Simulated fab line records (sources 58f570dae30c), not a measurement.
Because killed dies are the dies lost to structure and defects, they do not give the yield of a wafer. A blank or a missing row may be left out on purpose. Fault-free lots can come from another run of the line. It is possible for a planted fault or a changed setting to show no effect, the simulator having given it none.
Which tool was responsible?    flow berkeley-cmos170    42 wafers from 14 lots sampled at 4 of the route's 331 steps

== WHAT EACH GAUGE READ, for each wafer ==
UCB170_PLDD_TW_MEAS_11. Usual: PLDD_TW typically reads 1004, with standard deviation 5.4.
lot   measured      on             PLDD_TW         flag
L868  day 7 02:44   film-metro-01  1013 1009 1004  
L869  day 7 17:55   film-metro-02  1003 1005 1001  
L870  day 7 18:12   film-metro-01  1013 1009 1011  
L871  day 8 05:58   film-metro-04  1005 1003 1007  
L873  day 8 13:32   film-metro-04  1005 1009 1006  
L874  day 8 14:13   film-metro-02  1001 1001 1001  
L877  day 9 12:16   film-metro-01  1003 1006 1009  
L879  day 9 21:37   film-metro-02  992 995 996     
L880  day 10 09:24  film-metro-01  1008 1003 1005  
L882  day 10 14:44  film-metro-01  1010 1011 1011  
L884  day 11 06:21  film-metro-04  998 1001 1000   
L886  day 11 17:53  film-metro-04  1004 1003 1000  
L888  day 12 05:31  film-metro-01  1005 1008 1003  
L891  day 13 02:42  film-metro-01  1005 1009 1003  

== WHICH TOOL RAN EACH LOT (tool, then ch and the chambers of the sampled wafers, then the start) ==
lot   UCB170_NWELL_STRIP_15                UCB170_NVT_IMPLANT_07            UCB170_PVT_STRIP_08
L868  plasma-asher-01 ch 1, day 2 13:26    implanter-02 ch 0, day 6 04:42   plasma-asher-04 ch 0,1, day 6 07:28
L869  plasma-asher-03 ch 0,1, day 2 20:25  implanter-01 ch 0, day 6 14:09   plasma-asher-03 ch 0,1, day 6 16:11
L870  plasma-asher-01 ch 0,1, day 2 20:25  implanter-03 ch 0, day 6 13:53   plasma-asher-04 ch 0,1, day 6 15:50
L871  plasma-asher-03 ch 0,1, day 3 05:02  implanter-03 ch 0, day 7 05:01   plasma-asher-02 ch 0,1, day 7 06:40
L873  plasma-asher-01 ch 0,1, day 3 12:05  implanter-03 ch 0, day 7 14:50   plasma-asher-02 ch 0,1, day 7 17:27
L874  plasma-asher-02 ch 0,1, day 3 12:22  implanter-01 ch 0, day 7 14:41   plasma-asher-03 ch 0,1, day 7 17:36
L877  plasma-asher-02 ch 0,1, day 4 10:55  implanter-01 ch 0, day 8 13:50   plasma-asher-03 ch 0,1, day 8 16:42
L879  plasma-asher-01 ch 0,1, day 4 17:14  implanter-03 ch 0, day 9 02:57   plasma-asher-03 ch 0,1, day 9 04:54
L880  plasma-asher-02 ch 0, day 5 00:21    implanter-03 ch 0, day 9 11:38   plasma-asher-02 ch 0,1, day 9 13:28
L882  plasma-asher-02 ch 0,1, day 5 08:31  implanter-03 ch 0, day 9 18:03   plasma-asher-03 ch 0,1, day 9 19:41
L884  plasma-asher-02 ch 0,1, day 5 17:34  implanter-01 ch 0, day 10 02:49  plasma-asher-03 ch 0,1, day 10 04:25
L886  plasma-asher-01 ch 0,1, day 6 03:24  implanter-02 ch 0, day 10 16:17  plasma-asher-02 ch 0,1, day 10 17:57
L888  plasma-asher-03 ch 0,1, day 6 20:59  implanter-02 ch 0, day 11 08:02  plasma-asher-03 ch 0,1, day 11 09:58
L891  plasma-asher-01 ch 0, day 7 11:50    implanter-01 ch 0, day 11 23:11  plasma-asher-03 ch 0, day 12 00:53
- UCB170_NWELL_STRIP_15: strips in O2.
- UCB170_NVT_IMPLANT_07
- UCB170_PVT_STRIP_08: strips in O2.

== AS READ BY THE TOOLS THEMSELVES (means over the sampled wafers that have a number; for cases with no such wafer, the mark the record gives instead) ==
UCB170_NWELL_STRIP_15. Usual: drypump-motor-current-A 5.5 A, standard deviation 0.44; oes-product-au 0.720 a.u., standard deviation 0.0048; strip-time-to-endpoint-s 18.02 s, standard deviation 0.081.
lot   tool             drypump-motor-current-A (A)  oes-product-au (a.u.)  strip-time-to-endpoint-s (s)  flag
L868  plasma-asher-01  5.7                          0.726                  18.06                         
L869  plasma-asher-03  6.1                          0.720                  18.05                         
L870  plasma-asher-01  5.5                          0.717                  18.12                         
L871  plasma-asher-03  6.1                          0.723                  17.97                         
L873  plasma-asher-01  5.3                          0.724                  18.08                         
L874  plasma-asher-02  5.3                          0.723                  17.98                         
L877  plasma-asher-02  5.3                          0.721                  18.01                         
L879  plasma-asher-01  5.5                          0.717                  18.01                         
L880  plasma-asher-02  5.3                          0.717                  17.84                         
L882  plasma-asher-02  5.2                          0.715                  17.97                         
L884  plasma-asher-02  5.2                          0.717                  18.03                         
L886  plasma-asher-01  5.5                          0.717                  17.93                         
L888  plasma-asher-03  5.7                          0.719                  17.98                         
L891  plasma-asher-01  5.1                          0.717                  17.95                         

UCB170_NVT_IMPLANT_07. Usual: beam-energy-keV at 49.999, with a standard deviation of 0.018.
lot   tool          beam-energy-keV  flag
L868  implanter-02  50.012           
L869  implanter-01  49.997           
L870  implanter-03  49.998           
L871  implanter-03  50.015           
L873  implanter-03  49.999           
L874  implanter-01  49.993           
L877  implanter-01  50.004           
L879  implanter-03  46.313           OFF
L880  implanter-03  46.270           OFF
L882  implanter-03  46.308           OFF
L884  implanter-01  50.028           
L886  implanter-02  49.994           
L888  implanter-02  49.974           
L891  implanter-01  50.002           

UCB170_PVT_STRIP_08. Usual: drypump-motor-current-A 5.6 A, standard deviation 0.54; oes-product-au 0.735 a.u., standard deviation 0.0049; strip-time-to-endpoint-s 21.63 s, standard deviation 0.085.
lot   tool             drypump-motor-current-A (A)  oes-product-au (a.u.)  strip-time-to-endpoint-s (s)  flag
L868  plasma-asher-04  5.7                          0.732                  21.76                         
L869  plasma-asher-03  5.7                          0.732                  21.69                         
L870  plasma-asher-04  5.7                          0.732                  21.59                         
L871  plasma-asher-02  5.3                          0.737                  21.67                         
L873  plasma-asher-02  5.3                          0.733                  21.63                         
L874  plasma-asher-03  6.1                          0.737                  21.67                         
L877  plasma-asher-03  5.7                          0.733                  21.68                         
L879  plasma-asher-03  5.7                          0.737                  21.51                         
L880  plasma-asher-02  5.3                          0.735                  21.68                         
L882  plasma-asher-03  6.1                          0.739                  21.66                         
L884  plasma-asher-03  6.1                          0.734                  21.52                         
L886  plasma-asher-02  5.2                          0.739                  21.64                         
L888  plasma-asher-03  5.7                          0.728                  21.73                         
L891  plasma-asher-03  6.5                          0.738                  21.62                         

== THE ANSWER, worked out from the rows above alone ==
Rule: take the mean of a lot's wafers that have a number; if it is more than 3 standard deviations from the usual mean, the lot is off. Also off: a lot with no number at a reading for which 4 or more lots have one. The other lots that the step has rows for count as sound. First the gauges in route order, then the tools' own readings, where a lot's mean is used as printed above. The first step at which some lot is off is used, and at that step the reading that is off furthest; a lot without a number counts as furthest.
Off: L879, L880, L882, at UCB170_NVT_IMPLANT_07 (beam-energy-keV).
A tool fits if, at that step or a process step before it, it ran every lot that is off, and no sound lot after the first of them. One candidate fits, namely implanter-03 at UCB170_NVT_IMPLANT_07. A fault onset in the window from L873 (day 7 14:50, its last sound lot) to L879 (day 9 02:57, its first lot off) fits.
On the lots that are off, the tool's own readings at UCB170_NVT_IMPLANT_07 differ by more than 5 times the standard deviation of the sound lots' means, which bears it out; beam-energy-keV reads 46.297 there versus 50.001 on the sound lots.

== WHAT HAD BEEN PUT IN BY THE SIMULATOR ==
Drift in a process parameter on implanter-03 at UCB170_NVT_IMPLANT_07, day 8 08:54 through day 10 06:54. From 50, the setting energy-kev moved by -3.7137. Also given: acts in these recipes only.
Lots struck among those shown: L879, L880, L882. The rule given above showed the same thing.
